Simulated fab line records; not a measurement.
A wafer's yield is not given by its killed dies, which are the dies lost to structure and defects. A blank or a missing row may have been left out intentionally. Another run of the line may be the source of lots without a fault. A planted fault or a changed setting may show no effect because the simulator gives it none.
A lot that was struck, set against a sound lot    flow berkeley cmos170    14 out of 331 route steps
Sound: the wafers L517.1, L517.2, L517.5. Struck: wafers L506.1, L506.3, L506.5. The cause is named last.
Each step with rows lists, per side, the tool, then ch with its chambers, then its first start. Under that, the readings that differ: sound wafers    struck wafers    difference of the means    sigmas: that difference in standard deviations of wafers without a fault.
alike: words and numbers the same on both sides, and readings whose means are apart by under 2 such deviations; not compared: readings that were withheld, readings missing a value for some wafer, numbers with overlapping values and no deviation given by the record, and bounds like >300 which may hide the same value.
The two part at a step that has a row with sigmas, a row that says differs or no value, or rows on one side only. Numbers that don't overlap but have no deviation are shown without sigmas and don't part them. Lack of a reading on every wafer of one side parts them only where that side has two or more wafers.

first, 1 step without rows for these wafers: UCB170_M3_PRE_CLEAN_00 (preclean etch time 60 s).
UCB170_M3_SPUTTER_01: material Al, target thk 900 nm, time 120 s.
  sound on pvd sputter-01, day 11 15:14; struck on pvd sputter-03, day 8 19:52
  alike: throttle valve pct
UCB170_M3_RS_MEAS_02: uses a four-point probe to measure.
  sound on film metro-01, day 11 15:19; struck on film metro-01, day 8 19:57
  alike: M3_AL_RS
UCB170_M3_THK_MEAS_03: measures by xrf.
  sound on film metro-01, day 11 15:26; struck on film metro-01, day 8 20:04
  alike: M3_AL_THK
then, 3 steps without rows for these wafers: UCB170_M3_HMDS_04 (prime time 60 s); UCB170_M3_COAT_05 (resist thk 900 nm); UCB170_M3_SOFTBAKE_06 (time 60 s).
UCB170_M3_STRIP_07: strips in O2.
  sound on plasma asher-03 ch 0,1, day 11 16:11; struck on plasma asher-04 ch 0,1, day 8 20:35
  alike: drypump motor current A, oes product au, strip time to endpoint s
  not compared: rf hours counter h
then, 4 steps without rows for these wafers: UCB170_M3_STRIP_08 (strips KrF in DMSO, time 600 s); UCB170_M3_COAT_09; UCB170_M3_COAT_10 (resist thk 900 nm); UCB170_M3_SOFTBAKE_11 (time 60 s).
UCB170_M3_EXPOSE_12: exposes mask METAL3, target cd 700 nm.
  sound on krf scanner-01 ch 0, day 11 17:05; struck on krf scanner-01, day 8 21:36
  no value came back on the struck wafers for exposure dose mJ cm2, focus offset nm (nm); on the sound wafers exposure dose mJ cm2 reads 26.004 26.000 25.961
  alike: mask
following that, these wafers have no rows for 1 step: UCB170_M3_PEB_13.

== WHERE THEY PART ==
Within this record, at UCB170_M3_EXPOSE_12 only.

WHY: what the simulator had put in
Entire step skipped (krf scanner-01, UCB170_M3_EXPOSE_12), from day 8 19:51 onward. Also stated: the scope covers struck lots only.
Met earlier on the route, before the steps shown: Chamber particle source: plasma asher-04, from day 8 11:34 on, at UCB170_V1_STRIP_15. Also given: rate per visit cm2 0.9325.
